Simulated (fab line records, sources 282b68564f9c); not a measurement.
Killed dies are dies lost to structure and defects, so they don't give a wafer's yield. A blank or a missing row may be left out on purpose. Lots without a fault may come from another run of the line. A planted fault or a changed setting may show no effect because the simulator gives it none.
Chamber matching | flow rit_cmos | RIT_CONTACT_ETCH_11 on rie_diel-02: 3 sister chambers
The step etches SiO2 in CHF3/CF4/Ar, stops on TiSi2, target depth 480 nm, time 320 s. 3 wafers are shown with their chamber, then 7 later ones without.

WAFERS WITH THEIR CHAMBER
wafer  | chamber | drypump_motor_current_A (A)
L821.3 | 2       | 6.0
L821.5 | 1       | 5.6
L827.2 | 0       | 5.4

WAFERS WITHOUT THEIR CHAMBER
wafer  | drypump_motor_current_A (A)
L827.4 | 5.6
L827.6 | 5.4
L828.2 | 5.9
L828.4 | 5.5
L828.6 | 6.0
L831.4 | 5.5
L831.6 | 6.0

WHICH CHAMBER EACH WENT THROUGH
wafer  | from the rows above     | in truth
L827.4 | 1                       | 1
L827.6 | 0                       | 0
L828.2 | 2                       | 2
L828.4 | can't be placed: 0 or 1 | 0
L828.6 | 2                       | 2
L831.4 | can't be placed: 0 or 1 | 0
L831.6 | 2                       | 2
Placed correctly: 5 of 7. Can't be placed from these rows: 2 (the true chamber is among the candidates in 2). Placed wrongly: 0.
How it was worked out, from the rows above alone: a wafer's distance from a chamber is the root of the sum, over the readings, of the square of ((its reading less the chamber's mean) divided by the reading's scatter). The wafer belongs to the nearest chamber; if the next one is less than 2 further off, it can't be placed. A chamber's mean is the mean of its shown wafers. The scatter: with one shown wafer a chamber, the root of the mean of the squares of how far each hidden wafer lies from its nearest shown one.
